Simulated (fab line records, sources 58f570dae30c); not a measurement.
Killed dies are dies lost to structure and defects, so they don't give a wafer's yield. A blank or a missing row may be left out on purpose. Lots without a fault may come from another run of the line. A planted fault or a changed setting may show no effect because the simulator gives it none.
Which tool did it? | flow berkeley_cmos170 | 14 lots, 42 wafers sampled, at 6 steps of a route of 331

WHAT THE GAUGES READ, wafer by wafer
UCB170_NSD_OVL_MEAS_07.
lot  | measured     | on         | NSD_OVL (nm)
L196 | day 6 16:37  | overlay-02 | 2 -1 3
L195 | day 6 16:52  | overlay-02 | -9 -7 -5
L194 | day 6 17:26  | overlay-02 | -10 -7 -10
L197 | day 7 19:51  | overlay-01 | -2 3 -7
L198 | day 7 20:02  | overlay-02 | -1 8 4
L204 | day 9 08:01  | overlay-02 | -1 -1 9
L208 | day 9 11:57  | overlay-02 | 2 2 2
L207 | day 9 12:17  | overlay-02 | 2 2 -9
L211 | day 10 06:45 | overlay-01 | -7 2 -15
L212 | day 10 07:47 | overlay-01 | 0 -1 0
L216 | day 11 03:02 | overlay-01 | -2 -2 -2
L215 | day 11 03:05 | overlay-01 | -2 9 4
L214 | day 11 03:19 | overlay-01 | 2 -1 -3
L217 | day 11 03:26 | overlay-01 | -5 -3 -8

UCB170_SILICIDE_RS_MEAS_02: measures by four-point-probe.
lot  | measured     | on            | SILICIDE_TI_RS (ohm/sq)
L196 | day 6 18:55  | film_metro-03 | 26.4 26.3 26.0
L195 | day 6 19:07  | film_metro-03 | 26.5 26.2 26.2
L194 | day 6 19:35  | film_metro-04 | 27.1 26.9 27.1
L197 | day 7 21:48  | film_metro-04 | 26.2 26.1 26.5
L198 | day 7 22:28  | film_metro-04 | 11.9 11.9 12.0
L204 | day 9 10:16  | film_metro-04 | 11.8 11.8 11.7
L208 | day 9 14:04  | film_metro-04 | 25.9 25.3 25.6
L207 | day 9 14:23  | film_metro-03 | 25.8 25.9 25.9
L211 | day 10 09:13 | film_metro-03 | 26.1 25.7 25.9
L212 | day 10 10:13 | film_metro-03 | 26.1 26.4 26.4
L216 | day 11 05:10 | film_metro-01 | 26.2 26.4 25.9
L215 | day 11 05:03 | film_metro-04 | 25.5 25.9 25.7
L214 | day 11 05:21 | film_metro-04 | 26.4 26.3 26.1
L217 | day 11 05:37 | film_metro-01 | 25.9 25.3 26.0

UCB170_SILICIDE_THK_MEAS_03: measures by xrf.
lot  | measured     | on            | SILICIDE_TI_THK (nm)
L196 | day 6 19:02  | film_metro-03 | 29.9 29.9 30.3
L195 | day 6 19:13  | film_metro-03 | 30.0 30.2 30.1
L194 | day 6 19:43  | film_metro-04 | 29.0 29.3 29.0
L197 | day 7 21:55  | film_metro-04 | 30.2 30.1 29.8
L198 | day 7 22:34  | film_metro-04 | 60.0 59.8 59.5
L204 | day 9 10:22  | film_metro-04 | 59.6 60.0 60.3
L208 | day 9 14:10  | film_metro-04 | 30.2 30.9 30.5
L207 | day 9 14:31  | film_metro-03 | 30.5 30.4 30.4
L211 | day 10 09:20 | film_metro-03 | 30.4 30.9 30.4
L212 | day 10 10:20 | film_metro-03 | 30.5 30.0 30.2
L216 | day 11 05:17 | film_metro-01 | 29.9 29.7 30.1
L215 | day 11 05:10 | film_metro-04 | 30.8 30.5 30.7
L214 | day 11 05:28 | film_metro-04 | 30.0 30.1 30.3
L217 | day 11 05:44 | film_metro-01 | 30.0 30.7 30.0

UCB170_CONTACT_OVL_MEAS_16.
lot  | measured     | on         | CONTACT_OVL (nm)
L196 | day 6 23:21  | overlay-01 | 5 -1 6
L195 | day 6 23:55  | overlay-02 | 1 8 6
L194 | day 7 00:13  | overlay-02 | 10 2 -1
L197 | day 8 02:26  | overlay-01 | 0 6 4
L198 | day 8 03:47  | overlay-01 | 3 6 -4
L204 | day 9 16:46  | overlay-01 | -3 -7 3
L208 | day 9 20:07  | overlay-01 | 6 1 3
L207 | day 9 21:17  | overlay-01 | 4 9 8
L211 | day 10 15:04 | overlay-01 | -6 3 -7
L212 | day 10 16:37 | overlay-01 | 6 2 15
L216 | day 11 09:28 | overlay-01 | -8 -10 -2
L215 | day 11 09:19 | overlay-01 | -4 2 -9
L214 | day 11 11:01 | overlay-01 | 3 -3 2
L217 | day 11 11:22 | overlay-01 | 2 14 7

WHICH TOOL RAN EACH LOT (tool, then ch and the chambers of the sampled wafers, then the start)
lot  | UCB170_SILICIDE_SPUTTER_01   | UCB170_SILICIDE_RTA_04
L196 | pvd_sputter-02, day 6 18:52  | rtp_anneal-02 ch 0, day 6 19:05
L195 | pvd_sputter-04, day 6 19:02  | rtp_anneal-02 ch 0, day 6 19:17
L194 | pvd_sputter-01, day 6 19:34  | rtp_anneal-02 ch 0, day 6 19:46
L197 | pvd_sputter-04, day 7 21:46  | rtp_anneal-01 ch 0, day 7 21:59
L198 | pvd_sputter-01, day 7 22:06  | rtp_anneal-02 ch 0, day 7 22:38
L204 | pvd_sputter-02, day 9 09:58  | rtp_anneal-01 ch 0, day 9 10:26
L208 | pvd_sputter-02, day 9 14:01  | rtp_anneal-01 ch 0, day 9 14:14
L207 | pvd_sputter-04, day 9 14:22  | rtp_anneal-01 ch 0, day 9 14:34
L211 | pvd_sputter-01, day 10 09:10 | rtp_anneal-01 ch 0, day 10 09:23
L212 | pvd_sputter-04, day 10 10:10 | rtp_anneal-01 ch 0, day 10 10:24
L216 | pvd_sputter-01, day 11 05:06 | rtp_anneal-02 ch 0, day 11 05:21
L215 | pvd_sputter-02, day 11 05:00 | rtp_anneal-01 ch 0, day 11 05:14
L214 | pvd_sputter-04, day 11 05:14 | rtp_anneal-01 ch 0, day 11 05:32
L217 | pvd_sputter-02, day 11 05:35 | rtp_anneal-02 ch 0, day 11 05:47
- UCB170_SILICIDE_SPUTTER_01: material Ti, target thk 30 nm, time 25 s.
- UCB170_SILICIDE_RTA_04: time 15 s.

WHAT THE TOOLS THEMSELVES READ (means of the sampled wafers that have a number; where no wafer has one, the mark that the record gives instead)
UCB170_SILICIDE_SPUTTER_01.
lot  | tool           | throttle_valve_pct (%)
L196 | pvd_sputter-02 | 30.5
L195 | pvd_sputter-04 | 28.5
L194 | pvd_sputter-01 | 29.7
L197 | pvd_sputter-04 | 30.9
L198 | pvd_sputter-01 | 29.1
L204 | pvd_sputter-02 | 29.1
L208 | pvd_sputter-02 | 30.4
L207 | pvd_sputter-04 | 29.5
L211 | pvd_sputter-01 | 29.4
L212 | pvd_sputter-04 | 29.5
L216 | pvd_sputter-01 | 30.3
L215 | pvd_sputter-02 | 29.0
L214 | pvd_sputter-04 | 31.0
L217 | pvd_sputter-02 | 29.1

UCB170_SILICIDE_RTA_04.
lot  | tool          | anneal_temp_c_max | lamp_power_pct (%) | wafer_temp_C_max
L196 | rtp_anneal-02 | 651.9             | 10.95              | 651.9
L195 | rtp_anneal-02 | 651.5             | 10.95              | 652.3
L194 | rtp_anneal-02 | 652.2             | 10.95              | 652.5
L197 | rtp_anneal-01 | 653.4             | 11.06              | 652.7
L198 | rtp_anneal-02 | 651.8             | 10.95              | 652.5
L204 | rtp_anneal-01 | 654.2             | 11.06              | 652.8
L208 | rtp_anneal-01 | 654.7             | 11.05              | 653.3
L207 | rtp_anneal-01 | 654.3             | 11.06              | 653.0
L211 | rtp_anneal-01 | 654.2             | 11.06              | 652.6
L212 | rtp_anneal-01 | 653.1             | 11.06              | 652.6
L216 | rtp_anneal-02 | 651.6             | 10.94              | 651.8
L215 | rtp_anneal-01 | 653.2             | 11.06              | 652.9
L214 | rtp_anneal-01 | 652.8             | 11.06              | 653.8
L217 | rtp_anneal-02 | 651.7             | 10.94              | 652.3

THE ANSWER, worked out from the rows above alone
Rule: what is usual is taken from the lots themselves. Put in order of their means at a reading, lots are off if they are a third of the lots or fewer, leave a main group of 4 or more, and stand apart from it by a gap of 3 or more times the standard deviation of the main group's means; of several such gaps the widest counts. A main group whose means are all the same, to the digits that the tables above print for the reading, isn't used. A lot without any number at a reading at which 4 lots or more have one is off too. The other lots that the step has rows for count as sound. The gauges are gone through in route order, then the tools' own readings, and for those a lot's mean is taken as printed above. The first step at which some lot is off is used, and at that step the reading that is off furthest; a lot without a number counts as furthest.
Off: L198, L204, at UCB170_SILICIDE_RS_MEAS_02 (SILICIDE_TI_RS). The main group: mean 26.1 ohm/sq, standard deviation 0.37.
A tool fits if, at a process step before that reading, it ran every lot that is off, and no sound lot after the first of them. The gauges at UCB170_SILICIDE_RS_MEAS_02 are tried like those tools. None of those tried fits.

WHAT THE SIMULATOR HAD PUT IN
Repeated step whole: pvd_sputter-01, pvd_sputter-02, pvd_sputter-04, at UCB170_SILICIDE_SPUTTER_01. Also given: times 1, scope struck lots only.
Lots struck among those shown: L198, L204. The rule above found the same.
